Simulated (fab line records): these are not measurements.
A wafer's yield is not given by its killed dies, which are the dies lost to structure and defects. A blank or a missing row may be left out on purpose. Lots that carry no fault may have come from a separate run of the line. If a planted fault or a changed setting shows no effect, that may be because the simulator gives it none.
Which tool is to blame? / flow rit cmos / 14 lots with 42 wafers sampled at 2 steps, on a route of 202 steps

WHAT EACH GAUGE READ, for each wafer
The record holds no reading of a measuring or inspecting step that can be judged against a usual standard deviation.

EACH LOT AND THE TOOL THAT RAN IT (in order: tool; ch and the chambers of the sampled wafers; start)
lot=L169; RIT_NRETRO_SOFTBAKE_02=litho track-04 ch 0, day 2 06:13; RIT_M1_PROBE_99=prober-01, day 3 10:30
lot=L171; RIT_NRETRO_SOFTBAKE_02=litho track-02 ch 0, day 2 14:28; RIT_M1_PROBE_99=prober-01, day 3 21:01
lot=L172; RIT_NRETRO_SOFTBAKE_02=litho track-04 ch 0, day 2 19:30; RIT_M1_PROBE_99=prober-01, day 4 01:17
lot=L173; RIT_NRETRO_SOFTBAKE_02=litho track-04 ch 0, day 3 01:33; RIT_M1_PROBE_99=prober-02, day 4 06:42
lot=L174; RIT_NRETRO_SOFTBAKE_02=litho track-04 ch 0, day 3 06:38; RIT_M1_PROBE_99=prober-01, day 4 10:07
lot=L176; RIT_NRETRO_SOFTBAKE_02=litho track-01 ch 0, day 3 17:16; RIT_M1_PROBE_99=prober-01, day 4 21:31
lot=L177; RIT_NRETRO_SOFTBAKE_02=litho track-01 ch 0, day 3 20:48; RIT_M1_PROBE_99=prober-02, day 5 03:34
lot=L178; RIT_NRETRO_SOFTBAKE_02=litho track-01 ch 0, day 4 01:53; RIT_M1_PROBE_99=prober-01, day 5 05:30
lot=L179; RIT_NRETRO_SOFTBAKE_02=litho track-04 ch 0, day 4 06:36; RIT_M1_PROBE_99=prober-02, day 5 11:01
lot=L182; RIT_NRETRO_SOFTBAKE_02=litho track-01 ch 0, day 4 22:40; RIT_M1_PROBE_99=prober-01, day 6 03:38
lot=L184; RIT_NRETRO_SOFTBAKE_02=litho track-01 ch 0, day 5 07:04; RIT_M1_PROBE_99=prober-01, day 6 11:17
lot=L189; RIT_NRETRO_SOFTBAKE_02=litho track-04 ch 0, day 6 08:13; RIT_M1_PROBE_99=prober-02, day 7 15:50
lot=L190; RIT_NRETRO_SOFTBAKE_02=litho track-02 ch 0, day 6 13:24; RIT_M1_PROBE_99=prober-01, day 7 17:58
lot=L191; RIT_NRETRO_SOFTBAKE_02=litho track-02 ch 0, day 6 19:34; RIT_M1_PROBE_99=prober-02, day 8 00:46
- RIT_NRETRO_SOFTBAKE_02: time 60 s.
- RIT_M1_PROBE_99

WHAT THE TOOLS THEMSELVES READ (means of the sampled wafers that have a number; where no wafer has one, the mark that the record gives instead)
RIT_NRETRO_SOFTBAKE_02. Usual: heater power total W 34.56 W, standard deviation 0.053; plate temp C 90.01 C, standard deviation 0.11.
lot=L169; tool=litho track-04; heater power total W (W)=34.53; plate temp C (C)=89.98; flag=
lot=L171; tool=litho track-02; heater power total W (W)=34.56; plate temp C (C)=89.93; flag=
lot=L172; tool=litho track-04; heater power total W (W)=34.54; plate temp C (C)=89.96; flag=
lot=L173; tool=litho track-04; heater power total W (W)=34.55; plate temp C (C)=89.94; flag=
lot=L174; tool=litho track-04; heater power total W (W)=34.55; plate temp C (C)=90.09; flag=
lot=L176; tool=litho track-01; heater power total W (W)=34.52; plate temp C (C)=89.95; flag=
lot=L177; tool=litho track-01; heater power total W (W)=34.56; plate temp C (C)=89.91; flag=
lot=L178; tool=litho track-01; heater power total W (W)=34.53; plate temp C (C)=89.90; flag=
lot=L179; tool=litho track-04; heater power total W (W)=34.55; plate temp C (C)=89.93; flag=
lot=L182; tool=litho track-01; heater power total W (W)=33.27; plate temp C (C)=87.57; flag=OFF
lot=L184; tool=litho track-01; heater power total W (W)=33.28; plate temp C (C)=87.59; flag=OFF
lot=L189; tool=litho track-04; heater power total W (W)=34.55; plate temp C (C)=90.05; flag=
lot=L190; tool=litho track-02; heater power total W (W)=34.62; plate temp C (C)=90.14; flag=
lot=L191; tool=litho track-02; heater power total W (W)=34.51; plate temp C (C)=90.05; flag=

RIT_M1_PROBE_99. Usual: killed_at_M0_to_M3 is 0.0 with standard deviation 0.14, killed at contacts is 0.0 with standard deviation 0.22, killed at front end is 7 with standard deviation 3, killed dies is 7 with standard deviation 3.1, killed on rim is 1.9 with standard deviation 1.3, killed open is 3.4 with standard deviation 2.1, and killed short is 3.2 with standard deviation 1.9.
lot=L169; tool=prober-01; killed_at_M0_to_M3=0.0; killed at contacts=0.0; killed at front end=9; killed dies=9; killed on rim=3.7; killed open=3.7; killed short=5.3; flag=
lot=L171; tool=prober-01; killed_at_M0_to_M3=0.0; killed at contacts=0.0; killed at front end=3; killed dies=3; killed on rim=0.7; killed open=1.7; killed short=1.7; flag=
lot=L172; tool=prober-01; killed_at_M0_to_M3=0.3; killed at contacts=0.0; killed at front end=7; killed dies=7; killed on rim=1.7; killed open=3.3; killed short=3.7; flag=
lot=L173; tool=prober-02; killed_at_M0_to_M3=0.0; killed at contacts=0.3; killed at front end=9; killed dies=9; killed on rim=2.3; killed open=6.3; killed short=2.7; flag=
lot=L174; tool=prober-01; killed_at_M0_to_M3=0.0; killed at contacts=0.0; killed at front end=6; killed dies=6; killed on rim=2.7; killed open=2.7; killed short=3.3; flag=
lot=L176; tool=prober-01; killed_at_M0_to_M3=0.0; killed at contacts=0.3; killed at front end=6; killed dies=7; killed on rim=2.3; killed open=3.3; killed short=3.3; flag=
lot=L177; tool=prober-02; killed_at_M0_to_M3=0.0; killed at contacts=0.0; killed at front end=6; killed dies=6; killed on rim=2.0; killed open=3.0; killed short=2.7; flag=
lot=L178; tool=prober-01; killed_at_M0_to_M3=0.0; killed at contacts=0.0; killed at front end=6; killed dies=6; killed on rim=2.0; killed open=2.3; killed short=3.3; flag=
lot=L179; tool=prober-02; killed_at_M0_to_M3=0.0; killed at contacts=0.0; killed at front end=5; killed dies=5; killed on rim=1.7; killed open=2.3; killed short=2.3; flag=
lot=L182; tool=prober-01; killed_at_M0_to_M3=0.0; killed at contacts=0.0; killed at front end=8; killed dies=8; killed on rim=0.7; killed open=3.7; killed short=4.0; flag=
lot=L184; tool=prober-01; killed_at_M0_to_M3=0.0; killed at contacts=0.0; killed at front end=7; killed dies=7; killed on rim=2.0; killed open=5.0; killed short=2.0; flag=
lot=L189; tool=prober-02; killed_at_M0_to_M3=0.0; killed at contacts=0.0; killed at front end=11; killed dies=11; killed on rim=3.3; killed open=5.0; killed short=6.0; flag=
lot=L190; tool=prober-01; killed_at_M0_to_M3=0.0; killed at contacts=0.0; killed at front end=5; killed dies=5; killed on rim=2.0; killed open=2.0; killed short=2.7; flag=
lot=L191; tool=prober-02; killed_at_M0_to_M3=0.3; killed at contacts=0.3; killed at front end=6; killed dies=7; killed on rim=2.7; killed open=4.0; killed short=3.0; flag=

THE ANSWER, worked out from the rows above alone
Rule: take the mean of a lot's wafers that have a number; if it is more than 3 standard deviations from the usual mean, the lot is off. A lot without any number at a reading at which 4 lots or more have one is off too. Where the step has rows for the other lots, those lots are counted as sound. The gauges are gone through in route order, then the tools' own readings, and for those a lot's mean is taken as printed above. At the first step where some lot is off, the reading lying furthest off is the one used; lots without a number count as furthest.
Off: L182, L184, at RIT_NRETRO_SOFTBAKE_02 (heater power total W).
A tool fits if, at that step or a process step before it, it ran every lot that is off, and no sound lot after the first of them. One candidate fits, namely litho track-01 at RIT_NRETRO_SOFTBAKE_02. A fault onset in the window from L178 (day 4 01:53, its last sound lot) to L182 (day 4 22:40, its first lot off) fits.
The tool's own readings at RIT_NRETRO_SOFTBAKE_02 bear it out: on the lots that are off they differ by more than 5 times the standard deviation of the sound lots' means. heater power total W reads 33.28 W there against 34.55 W on the sound lots; plate temp C reads 87.58 C there against 89.99 C on the sound lots.

WHAT HAD BEEN PUT IN BY THE SIMULATOR
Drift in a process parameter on litho track-01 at RIT_NRETRO_SOFTBAKE_02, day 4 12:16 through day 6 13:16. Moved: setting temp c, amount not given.
Shown lots that were struck: L182, L184. The rule above reached the same finding.
